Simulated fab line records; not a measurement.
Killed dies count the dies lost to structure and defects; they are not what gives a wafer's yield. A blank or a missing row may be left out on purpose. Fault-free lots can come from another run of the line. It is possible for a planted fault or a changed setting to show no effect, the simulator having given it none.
2 desks looking at one fault :: flow berkeley_cmos170 :: what lay behind the numbers comes last; until then each desk has only its own

## THE METROLOGY DESK
Means of the sampled wafers that have a number, per lot and without regard to the tool the lot ran on: this is what the gauges read. Any lot whose mean is over 4 standard deviations away from the usual mean is out of limits and marked OUT; that distance is given in the brackets.
Columns: A = M1_OVL at UCB170_M1_OVL_MEAS_10, usual -4 nm
lot: L529
first seen here: day 7 23:22
A: -2

lot: L531
first seen here: day 8 12:23
A: -5

lot: L533
first seen here: day 8 13:52
A: -2

lot: L532
first seen here: day 8 15:36
A: -2

lot: L535
first seen here: day 9 04:48
A: -9

lot: L536
first seen here: day 9 10:03
A: -6

lot: L537
first seen here: day 9 10:53
A: -6

lot: L538
first seen here: day 10 06:49
A: -2

lot: L540
first seen here: day 10 16:19
A: -2

lot: L545
first seen here: day 11 05:06
A: -12

lot: L548
first seen here: day 11 21:59
A: 1

lot: L552
first seen here: day 12 16:21
A: -1

lot: L550
first seen here: day 12 18:55
A: -10
This desk's finding: nothing out of limits on any of the 13 lots.

## TOOL OWNER'S DESK, rie_metal-03
The tool's own readings at UCB170_M3_METAL_ETCH_18 (etches Al in Cl2/BCl3, stops on SiO2, target depth 1170 nm, time 195 s): means of the sampled wafers that have a number, for each lot that ran on this tool. Any lot whose mean is over 4 standard deviations away from the usual mean is out of limits and marked OUT; that distance is given in the brackets.
Columns: A = bias_w at UCB170_M3_METAL_ETCH_18, usual 120.0 W; B = drypump_motor_current_A at UCB170_M3_METAL_ETCH_18, usual 5.8 A; C = oes_product_au at UCB170_M3_METAL_ETCH_18, usual 0.853 a.u.; D = throttle_valve_pct at UCB170_M3_METAL_ETCH_18, usual 24.36 %
lot: L531
first seen here: day 9 04:02
A: 119.6
B: 6.2
C: 0.838
D: 24.24

lot: L533
first seen here: day 9 04:55
A: 119.9
B: 6.1
C: 0.850
D: 24.15

lot: L535
first seen here: day 9 17:10
A: 120.1
B: 6.1
C: 0.850
D: 24.15

lot: L536
first seen here: day 10 02:28
A: 119.8
B: 6.2
C: 0.837
D: 24.24

lot: L545
first seen here: day 11 18:20
A: 134.6 (+42) OUT
B: 6.3
C: 0.826
D: 24.30
This desk finds L545 out of limits, L545 being first, at day 11 18:20 (bias_w at UCB170_M3_METAL_ETCH_18). L531, L533, L535, L536 stayed within limits.

## BROUGHT TOGETHER
An alarm could have come from the tool owner's desk at day 11 18:20, on L545.
Metrology desk: nothing out of limits seen.
The metrology desk holds a record of L545, inside its limits.
Every lot named ran UCB170_M3_METAL_ETCH_18 on rie_metal-03.

## WHAT HAD BEEN PUT IN BY THE SIMULATOR
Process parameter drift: rie_metal-03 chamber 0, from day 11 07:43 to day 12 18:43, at UCB170_M3_METAL_ETCH_18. Setting bias_w, moved by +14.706, from 120. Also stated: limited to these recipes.
Lots struck among those shown: L545.
Delay in hours, fault start to first out-of-limits reading, by desk: the tool owner's desk at 11.
